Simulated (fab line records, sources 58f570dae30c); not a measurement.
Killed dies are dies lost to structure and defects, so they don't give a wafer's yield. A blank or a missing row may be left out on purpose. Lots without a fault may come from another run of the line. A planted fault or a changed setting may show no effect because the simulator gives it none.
Which tool did it? | flow berkeley_cmos170 | 14 lots, 42 wafers sampled, at 5 steps of a route of 331

WHAT THE GAUGES READ, wafer by wafer
UCB170_NWELL_THK_MEAS_05.
lot  | measured    | on            | NWELL_NITRIDE_THK (nm)
L106 | day 2 05:50 | film_metro-04 | 224.4 222.9 221.8
L108 | day 2 23:41 | film_metro-04 | 222.5 222.6 222.2
L109 | day 2 23:42 | film_metro-03 | 224.1 221.4 221.8
L111 | day 3 09:08 | film_metro-01 | 221.4 222.1 220.0
L110 | day 3 09:10 | film_metro-03 | 223.7 225.4 224.0
L113 | day 4 00:24 | film_metro-03 | 220.0 220.4 219.9
L112 | day 4 00:25 | film_metro-04 | 222.2 223.3 222.9
L116 | day 4 17:20 | film_metro-03 | 223.3 222.4 225.4
L119 | day 5 00:21 | film_metro-03 | 223.3 225.1 225.1
L117 | day 5 00:22 | film_metro-04 | 224.1 225.7 225.2
L122 | day 5 15:43 | film_metro-01 | 224.4 224.5 226.0
L124 | day 6 03:46 | film_metro-04 | 221.4 221.1 222.2
L126 | day 6 17:38 | film_metro-04 | 222.0 220.4 222.2
L127 | day 6 17:38 | film_metro-01 | 223.3 223.3 221.4

UCB170_PWELL_THK_MEAS_06.
lot  | measured    | on            | PWELL_NITRIDE_THK (nm)
L106 | day 3 02:16 | film_metro-03 | 215.7 216.5 214.0
L108 | day 3 21:52 | film_metro-01 | 218.7 220.3 219.9
L109 | day 3 21:53 | film_metro-03 | 218.1 218.1 218.7
L111 | day 4 09:17 | film_metro-03 | 219.1 217.4 219.0
L110 | day 4 09:21 | film_metro-03 | 219.7 218.5 219.5
L113 | day 4 21:25 | film_metro-01 | 220.3 222.5 222.7
L112 | day 4 21:26 | film_metro-03 | 221.3 221.9 221.6
L116 | day 5 11:25 | film_metro-03 | 220.1 219.1 220.0
L119 | day 5 21:06 | film_metro-02 | 223.9 221.1 222.5
L117 | day 5 21:07 | film_metro-03 | 220.5 221.0 221.5
L122 | day 6 06:59 | film_metro-02 | 217.8 217.7 218.5
L124 | day 7 00:53 | film_metro-02 | 217.7 215.9 217.8
L126 | day 7 10:39 | film_metro-01 | 216.9 215.9 214.8
L127 | day 7 10:42 | film_metro-02 | 219.0 218.4 217.5

UCB170_NVT_TW_MEAS_09.
lot  | measured     | on            | NVT_TW
L106 | day 6 14:43  | film_metro-03 | 520 516 520
L108 | day 7 03:24  | film_metro-01 | 523 525 524
L109 | day 7 03:48  | film_metro-04 | 519 518 515
L111 | day 7 13:08  | film_metro-03 | 517 516 517
L110 | day 7 12:52  | film_metro-01 | 524 524 524
L113 | day 7 20:46  | film_metro-04 | 514 518 513
L112 | day 7 20:32  | film_metro-01 | 526 524 524
L116 | day 8 14:18  | film_metro-04 | 520 520 522
L119 | day 8 14:32  | film_metro-03 | 519 519 517
L117 | day 8 14:13  | film_metro-03 | 520 518 519
L122 | day 9 05:01  | film_metro-01 | 524 521 523
L124 | day 10 03:42 | film_metro-01 | 525 525 525
L126 | day 10 12:04 | film_metro-03 | 534 534 532
L127 | day 10 11:53 | film_metro-04 | 533 531 532

UCB170_SILICIDE_RS_MEAS_02: measures by four-point-probe.
lot  | measured     | on            | SILICIDE_TI_RS (ohm/sq)
L106 | day 8 00:13  | film_metro-03 | 26.1 25.7 26.0
L108 | day 8 13:26  | film_metro-02 | 25.9 25.7 26.0
L109 | day 8 13:13  | film_metro-03 | 26.3 26.4 26.1
L111 | day 9 06:50  | film_metro-03 | 25.5 25.6 25.7
L110 | day 9 04:41  | film_metro-03 | 26.1 26.0 26.0
L113 | day 9 07:22  | film_metro-02 | 26.1 26.2 26.3
L112 | day 9 04:53  | film_metro-03 | 26.1 25.9 26.4
L116 | day 10 02:09 | film_metro-03 | 25.5 25.9 25.8
L119 | day 10 02:43 | film_metro-01 | 26.0 26.1 26.1
L117 | day 10 03:31 | film_metro-03 | 26.4 26.5 26.1
L122 | day 10 23:35 | film_metro-01 | 26.4 26.0 26.2
L124 | day 11 15:07 | film_metro-03 | 26.4 26.2 26.3
L126 | day 12 01:19 | film_metro-02 | 25.9 26.4 26.0
L127 | day 12 01:28 | film_metro-03 | 26.2 26.4 26.4

WHICH TOOL RAN EACH LOT (tool, then ch and the chambers of the sampled wafers, then the start)
lot  | UCB170_NVT_IMPLANT_07
L106 | implanter-02 ch 0, day 6 14:28
L108 | implanter-03 ch 0, day 7 03:09
L109 | implanter-01 ch 0, day 7 03:34
L111 | implanter-03 ch 0, day 7 12:54
L110 | implanter-01 ch 0, day 7 12:38
L113 | implanter-03 ch 0, day 7 20:32
L112 | implanter-02 ch 0, day 7 20:19
L116 | implanter-01 ch 0, day 8 14:03
L119 | implanter-02 ch 0, day 8 14:17
L117 | implanter-02 ch 0, day 8 13:59
L122 | implanter-02 ch 0, day 9 04:47
L124 | implanter-02 ch 0, day 10 03:28
L126 | implanter-01 ch 0, day 10 11:47
L127 | implanter-01 ch 0, day 10 11:38
- UCB170_NVT_IMPLANT_07

WHAT THE TOOLS THEMSELVES READ (means of the sampled wafers that have a number; where no wafer has one, the mark that the record gives instead)
UCB170_NVT_IMPLANT_07.
lot  | tool         | beam_energy_keV | faraday_current_uA
L106 | implanter-02 | 50.009          | 9.66
L108 | implanter-03 | 49.979          | 9.53
L109 | implanter-01 | 49.976          | 9.56
L111 | implanter-03 | 50.012          | 9.45
L110 | implanter-01 | 49.995          | 9.50
L113 | implanter-03 | 50.028          | 9.61
L112 | implanter-02 | 50.006          | 9.43
L116 | implanter-01 | 49.990          | 9.55
L119 | implanter-02 | 49.981          | 9.56
L117 | implanter-02 | 49.972          | 9.57
L122 | implanter-02 | 50.015          | 9.40
L124 | implanter-02 | 50.028          | 9.58
L126 | implanter-01 | 55.547          | 9.65
L127 | implanter-01 | 55.561          | 9.78

THE ANSWER, worked out from the rows above alone
Rule: what is usual is taken from the lots themselves. Put in order of their means at a reading, lots are off if they are a third of the lots or fewer, leave a main group of 4 or more, and stand apart from it by a gap of 3 or more times the standard deviation of the main group's means; of several such gaps the widest counts. A main group whose means are all the same, to the digits that the tables above print for the reading, isn't used. A lot without any number at a reading at which 4 lots or more have one is off too. The other lots that the step has rows for count as sound. The gauges are gone through in route order, then the tools' own readings, and for those a lot's mean is taken as printed above. The first step at which some lot is off is used, and at that step the reading that is off furthest; a lot without a number counts as furthest.
Off: L126, L127, at UCB170_NVT_IMPLANT_07 (beam_energy_keV). The main group: mean 49.999, standard deviation 0.019.
A tool fits if, at that step or a process step before it, it ran every lot that is off, and no sound lot after the first of them. One fits: implanter-01 at UCB170_NVT_IMPLANT_07. Its last sound lot is L116 (day 8 14:03), its first lot that is off L127 (day 10 11:38): a fault that began between those two fits.
The tool's own readings at UCB170_NVT_IMPLANT_07 bear it out: on the lots that are off they differ by more than 5 times the standard deviation of the sound lots' means. beam_energy_keV reads 55.554 there against 49.999 on the sound lots.

WHAT THE SIMULATOR HAD PUT IN
Process parameter drift: implanter-01, from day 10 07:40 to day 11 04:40, at UCB170_NVT_IMPLANT_07. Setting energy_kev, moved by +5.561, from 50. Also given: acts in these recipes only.
Lots struck among those shown: L126, L127. The rule above found the same.
